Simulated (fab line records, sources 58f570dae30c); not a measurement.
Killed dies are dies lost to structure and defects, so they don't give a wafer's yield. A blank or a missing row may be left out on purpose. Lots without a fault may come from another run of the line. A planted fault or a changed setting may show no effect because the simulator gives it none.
One fault seen from 2 desks | flow berkeley_cmos170 | each desk has only its own numbers; what lay behind them comes last

THE METROLOGY DESK
What the gauges read, lot by lot, whatever tool the lot ran on: means of the sampled wafers that have a number. A lot is out of limits, marked OUT, if its mean lies more than 4 standard deviations from the usual mean; the brackets give that distance.
Columns: A = M3_AL_RS at UCB170_M3_RS_MEAS_02, usual 0.0321 ohm/sq; B = M3_AL_THK at UCB170_M3_THK_MEAS_03, usual 902 nm
lot  | first seen here | A                 | B
L709 | day 6 19:35     | 0.0319            | 903
L711 | day 8 04:42     | 0.0322            | 907
L714 | day 8 07:28     | 0.0320            | 904
L715 | day 8 20:52     | 0.0318            | 904
L713 | day 8 21:25     | 0.0321            | 909
L716 | day 9 09:04     | 0.0319            | 913
L719 | day 9 23:13     | 0.0320            | 915
L723 | day 10 16:08    | 0.0340 (+6.4) OUT | 865
L725 | day 11 05:40    | 0.0318            | 902
L726 | day 11 14:46    | 0.0322            | 900
L727 | day 11 20:22    | 0.0321            | 904
L730 | day 12 10:23    | 0.0319            | 910
L731 | day 12 11:11    | 0.0324            | 905
This desk's finding: out of limits on L723; first on L723, day 10 16:08 (M3_AL_RS at UCB170_M3_RS_MEAS_02). In limits: L709, L711, L714, L715, L713, L716, L719, L725, L726, L727, L730, L731.

THE TOOL OWNER'S DESK: pvd_sputter-03
The tool's own readings at UCB170_M3_SPUTTER_01 (material Al, target thk 900 nm, time 120 s): means of the sampled wafers that have a number, for each lot that ran on this tool. A lot is out of limits, marked OUT, if its mean lies more than 4 standard deviations from the usual mean; the brackets give that distance.
Columns: A = cathode_dc_power_W at UCB170_M3_SPUTTER_01, usual 6000.1 W; B = chamber_pressure_pa at UCB170_M3_SPUTTER_01, usual 0.4999 Pa; C = throttle_valve_pct at UCB170_M3_SPUTTER_01, usual 29.9 %
lot  | first seen here | A                        | B      | C
L709 | day 6 19:29     | 5999.9                   | 0.4998 | 30.2
L714 | day 8 07:23     | 6000.0                   | 0.5001 | 29.6
L723 | day 10 16:02    | 5681.0 (-99 or more) OUT | 0.4999 | 29.9
This desk's finding: out of limits on L723; first on L723, day 10 16:02 (cathode_dc_power_W at UCB170_M3_SPUTTER_01). In limits: L709, L714.

PUT TOGETHER
The tool owner's desk could have raised an alarm at day 10 16:02, on L723.
The metrology desk could have raised an alarm at day 10 16:08, on L723.
Of the lots named, all ran UCB170_M3_SPUTTER_01 on pvd_sputter-03.

WHAT THE SIMULATOR HAD PUT IN
Process parameter drift: pvd_sputter-03, from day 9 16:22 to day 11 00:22, at UCB170_M3_SPUTTER_01. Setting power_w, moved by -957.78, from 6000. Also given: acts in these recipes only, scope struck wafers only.
Lots struck among those shown: L723.
Hours from the fault's start to each desk's first reading out of limits: the tool owner's desk, 24; the metrology desk, 24.
